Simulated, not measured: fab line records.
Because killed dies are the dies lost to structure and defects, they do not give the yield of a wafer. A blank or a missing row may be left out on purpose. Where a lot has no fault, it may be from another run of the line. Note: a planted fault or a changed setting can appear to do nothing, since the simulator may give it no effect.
Which of the tools did it? -- flow berkeleyCmos170 -- 38 wafers from 13 lots sampled at 5 of the route's 331 steps

## WHAT THE GAUGES READ, wafer by wafer
UCB170_V1_BOW_MEAS_03. Usual: for V1_BOW the level is 17 um and the standard deviation is 6.5.
lot,measured,on,V1_BOW (um),flag
L114,day 8 18:57,filmMetro-03,13 16 9,
L115,day 8 20:19,filmMetro-04,19 22 10,
L116,day 8 20:19,filmMetro-03,21 22 23,
L117,day 9 00:44,filmMetro-04,18 23 23,
L121,day 9 15:39,filmMetro-03,13 16 19,
L120,day 9 16:59,filmMetro-03,14 13 33,
L126,day 10 09:28,filmMetro-03,23 29 21,
L124,day 10 16:49,filmMetro-01,7 3 15,
L125,day 10 18:10,filmMetro-04,19 15 21,
L127,day 10 20:59,filmMetro-04,25 22 22,
L128,day 10 22:32,filmMetro-03,13 22 20,
L130,day 11 15:41,filmMetro-03,13 19 28,
L131,day 11 15:42,filmMetro-04,22 19,

UCB170_V2_THK_MEAS_01. Usual: for V2_TEOS_THK the level is 1985 nm and the standard deviation is 26.
lot,measured,on,V2_TEOS_THK (nm),flag
L114,day 8 23:56,filmMetro-03,1995 2012 2035,
L115,day 9 00:56,filmMetro-02,1934 1972 1943,
L116,day 9 02:10,filmMetro-04,2005 2019 2022,
L117,day 9 08:07,filmMetro-03,2002 1969 1976,
L121,day 9 22:02,filmMetro-02,1975 2003 1998,
L120,day 9 22:10,filmMetro-03,1941 1937 1961,
L126,day 10 15:43,filmMetro-03,1992 1944 2030,
L124,day 10 21:54,filmMetro-03,1993 2005 1982,
L125,day 10 22:56,filmMetro-02,1984 2008 1994,
L127,day 11 01:55,filmMetro-02,1983 1953 1973,
L128,day 11 03:50,filmMetro-03,1989 1986 2005,
L130,day 11 21:40,filmMetro-03,1998 2006 2028,
L131,day 11 21:55,filmMetro-02,1988 2006,

UCB170_V2_THK_MEAS_04. Usual: for V2_POLISHED_THK the level is 999.9 nm and the standard deviation is 1.4.
lot,measured,on,V2_POLISHED_THK (nm),flag
L114,day 9 00:25,filmMetro-03,1000.6 1001.3 998.2,
L115,day 9 01:25,filmMetro-04,999.9 997.3 1002.3,
L116,day 9 02:39,filmMetro-02,998.7 999.6 1001.2,
L117,day 9 08:35,filmMetro-04,1000.5 998.8 999.4,
L121,day 9 22:31,filmMetro-02,999.6 999.5 1001.3,
L120,day 9 22:38,filmMetro-03,996.4 998.2 997.0,
L126,day 10 16:12,filmMetro-02,1000.7 999.4 1000.3,
L124,day 10 22:23,filmMetro-04,1002.2 1000.5 1001.1,
L125,day 10 23:25,filmMetro-02,1000.9 999.0 1002.6,
L127,day 11 02:23,filmMetro-03,999.6 999.9 998.1,
L128,day 11 04:19,filmMetro-02,997.7 1001.7 999.5,
L130,day 11 22:09,filmMetro-03,1001.6 999.8 997.6,
L131,day 11 22:24,filmMetro-02,1346.4 1000.6,OFF

## EACH LOT AND THE TOOL THAT RAN IT (in order: tool; ch and the chambers of the sampled wafers; start)
lot,UCB170_CONTACT_ETCH_17,UCB170_V2_CMP_02
L114,"rieDiel-04 ch 2,3, day 8 14:31","cmp-02 ch 1,2,3, day 9 00:03"
L115,"rieDiel-02 ch 0,1,2, day 8 14:44","cmp-02 ch 0,3, day 9 00:59"
L116,"rieDiel-01 ch 1,2,3, day 8 14:59","cmp-02 ch 0,1,3, day 9 02:13"
L117,"rieDiel-04 ch 1,2, day 8 20:38","cmp-01 ch 0,2,3, day 9 08:10"
L121,"rieDiel-04 ch 0,2,3, day 9 11:01","cmp-02 ch 0,1, day 9 22:08"
L120,"rieDiel-01 ch 0,3, day 9 12:34","cmp-01 ch 2,3, day 9 22:13"
L126,"rieDiel-04 ch 0,3, day 10 05:15","cmp-01 ch 0,1, day 10 15:46"
L124,"rieDiel-04 ch 0,3, day 10 11:28","cmp-02 ch 1,2, day 10 21:57"
L125,"rieDiel-04 ch 0,2,3, day 10 11:47","cmp-02 ch 0,1,3, day 10 22:59"
L127,"rieDiel-04 ch 1,2, day 10 15:49","cmp-01 ch 0,1, day 11 01:57"
L128,"rieDiel-01 ch 1,2, day 10 17:54","cmp-02 ch 0,3, day 11 03:56"
L130,"rieDiel-04 ch 1,2,3, day 11 09:31","cmp-01 ch 2,3, day 11 21:46"
L131,"rieDiel-02 ch 1,2, day 11 10:57","cmp-02 ch 0,1, day 11 22:06"
- UCB170_CONTACT_ETCH_17: etches BARC in N2/H2.
- UCB170_V2_CMP_02: polishes SiO2.

## AS READ BY THE TOOLS THEMSELVES (means over the sampled wafers that have a number; for cases with no such wafer, the mark the record gives instead)
UCB170_CONTACT_ETCH_17. Usual: chamberPressureMTorr 30.003 mTorr, standard deviation 0.026; drypumpMotorCurrentA 5.9 A, standard deviation 0.4; oesProductAu 0.993 a.u., standard deviation 0.023; throttleValvePct 13.22 %, standard deviation 0.083.
lot,tool,chamberPressureMTorr (mTorr),drypumpMotorCurrentA (A),oesProductAu (a.u.),throttleValvePct (%),flag
L114,rieDiel-04,29.967,6.1,0.996,13.18,
L115,rieDiel-02,29.987,5.7,0.995,13.15,
L116,rieDiel-01,29.988,5.8,0.972,13.26,
L117,rieDiel-04,30.015,6.2,1.009,13.16,
L121,rieDiel-04,29.994,6.0,0.988,13.21,
L120,rieDiel-01,30.024,5.8,0.979,13.28,
L126,rieDiel-04,30.008,5.9,0.980,13.29,
L124,rieDiel-04,29.999,5.9,0.983,13.29,
L125,rieDiel-04,30.004,6.0,0.988,13.21,
L127,rieDiel-04,30.035,6.3,1.026,13.21,
L128,rieDiel-01,30.003,5.5,0.975,13.23,
L130,rieDiel-04,29.990,6.1,1.001,13.23,
L131,rieDiel-02,29.998,5.8,0.991,13.14,

UCB170_V2_CMP_02. Usual: motorCurrentA 16.1 A, standard deviation 0.9.
lot,tool,motorCurrentA (A),flag
L114,cmp-02,16.5,
L115,cmp-02,16.4,
L116,cmp-02,16.1,
L117,cmp-01,16.0,
L121,cmp-02,16.2,
L120,cmp-01,16.3,
L126,cmp-01,14.9,
L124,cmp-02,16.4,
L125,cmp-02,15.6,
L127,cmp-01,14.8,
L128,cmp-02,16.7,
L130,cmp-01,16.2,
L131,cmp-02,15.2,

## THE ANSWER, worked out from the rows above alone
Rule: take the mean of a lot's wafers that have a number; if it is more than 3 standard deviations from the usual mean, the lot is off. A lot without any number at a reading at which 4 lots or more have one is off too. Where the step has rows for the other lots, those lots are counted as sound. First the gauges in route order, then the tools' own readings, where a lot's mean is used as printed above. At the first step where some lot is off, the reading lying furthest off is the one used; lots without a number count as furthest.
Off: L131, seen at UCB170_V2_THK_MEAS_04 (V2_POLISHED_THK).
If a tool, at a process step before that reading, ran all the lots that are off and no sound lot after the first of them, it fits. Gauges at UCB170_V2_THK_MEAS_04: tried the same way as those tools. Can't be told from this: 3 tools fit, rieDiel-02 at UCB170_CONTACT_ETCH_17, cmp-02 at UCB170_V2_CMP_02, filmMetro-02 at UCB170_V2_THK_MEAS_04.

## WHAT THE SIMULATOR HAD INSERTED
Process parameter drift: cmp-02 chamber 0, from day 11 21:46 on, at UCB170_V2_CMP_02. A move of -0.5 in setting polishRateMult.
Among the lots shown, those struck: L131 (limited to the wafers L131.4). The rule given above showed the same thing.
